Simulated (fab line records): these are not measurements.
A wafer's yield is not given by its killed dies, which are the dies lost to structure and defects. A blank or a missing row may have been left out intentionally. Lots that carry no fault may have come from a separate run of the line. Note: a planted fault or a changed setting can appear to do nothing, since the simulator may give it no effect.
Shared-tool check -- flow berkeley_cmos170 -- Lots sampled 14, wafers sampled 42

THE REASON FOR OPENING IT
2 of 14 lots carry a flag on the reading SACOX_OXIDE_THK at UCB170_SACOX_THK_MEAS_02. Fault-free wafers read 14.38 nm, with a standard deviation of 0.3.
Rule: a lot is flagged in two cases, either no wafer of it has a number, or all its wafers with numbers fall more than 4 standard deviations from that mean. The rest of the lots are taken to be sound.

lot,measured,on,"SACOX_OXIDE_THK (nm), wafer by wafer",flag
L363,day 6 04:46,film_metro-02,14.25 14.44 14.21,
L368,day 7 04:26,film_metro-03,14.34 14.43 14.13,
L365,day 7 04:27,film_metro-04,14.84 14.71 14.71,
L366,day 7 04:31,film_metro-04,14.54 14.46 14.50,
L367,day 7 04:34,film_metro-04,14.37 14.42 14.37,
L370,day 7 04:34,film_metro-03,14.44 14.77 14.42,
L371,day 7 06:55,film_metro-02,22.10 22.05 21.65,FLAGGED
L372,day 7 17:29,film_metro-02,14.26 14.25 14.29,
L374,day 8 14:44,film_metro-04,22.40 22.01 21.94,FLAGGED
L384,day 10 01:16,film_metro-02,14.64 14.82 14.57,
L381,day 10 01:16,film_metro-04,14.44 14.41 14.31,
L385,day 10 01:17,film_metro-03,14.62 14.50 14.52,
L380,day 10 01:19,film_metro-03,14.97 14.82 14.98,
L382,day 10 01:20,film_metro-02,14.42 14.67 14.46,
The numbers of the flagged lots are 22.02 nm on average: +7.64 nm against the usual, or +25 standard deviations.

WHICH TOOL RAN EACH LOT
The record holds 1 process step before the reading, out of a route of 331 steps. Every cell lists first the tool, next ch and the chambers used by the sampled wafers, and last the start.
lot,flag,UCB170_SACOX_OXIDATION_01
L363,,"furnace-01 ch 0, day 6 03:05"
L368,,"furnace-01 ch 0, day 7 02:47"
L365,,"furnace-01 ch 0, day 7 02:47"
L366,,"furnace-01 ch 0, day 7 02:47"
L367,,"furnace-01 ch 0, day 7 02:47"
L370,,"furnace-01 ch 0, day 7 02:47"
L371,FLAGGED,"furnace-01 ch 0, day 7 02:47 and furnace-02 ch 0, day 7 05:14"
L372,,"furnace-02 ch 0, day 7 15:49"
L374,FLAGGED,"furnace-02 ch 0, day 8 08:43"
L384,,"furnace-01 ch 0, day 9 23:35"
L381,,"furnace-01 ch 0, day 9 23:35"
L385,,"furnace-01 ch 0, day 9 23:35"
L380,,"furnace-01 ch 0, day 9 23:35"
L382,,"furnace-01 ch 0, day 9 23:35"
These steps, and what they do:
- UCB170_SACOX_OXIDATION_01: target thk 14.4 nm, ox time 2400 s.
- UCB170_SACOX_THK_MEAS_02

FLAGGED AGAINST TOTAL, ONE TOOL AT A TIME (gauges that did the reading follow at the end)
step,tool,lots run,flagged,share of the flagged lots,sound lots run after its first flagged lot
UCB170_SACOX_OXIDATION_01,furnace-01,12,1,some,"5 (L380,L381,L382,L384,L385)"
UCB170_SACOX_OXIDATION_01,furnace-02,3,2,all,1 (L372)
UCB170_SACOX_THK_MEAS_02,film_metro-02,5,1,some,"3 (L372,L384,L382)"
UCB170_SACOX_THK_MEAS_02,film_metro-03,4,0,none,-
UCB170_SACOX_THK_MEAS_02,film_metro-04,5,1,some,1 (L381)

WHAT THE TABLE PERMITS
All flagged lots share 1 row of the table, namely furnace-02 at UCB170_SACOX_OXIDATION_01.
- furnace-02 at UCB170_SACOX_OXIDATION_01: 2 of its 3 lots flagged. Sound lots ran on it after the first flagged one (L372), which a lasting fault on the whole tool wouldn't allow.
Every row of the table either missed a flagged lot or ran a sound lot after the first.

WHAT THE SIMULATOR HAD INSERTED
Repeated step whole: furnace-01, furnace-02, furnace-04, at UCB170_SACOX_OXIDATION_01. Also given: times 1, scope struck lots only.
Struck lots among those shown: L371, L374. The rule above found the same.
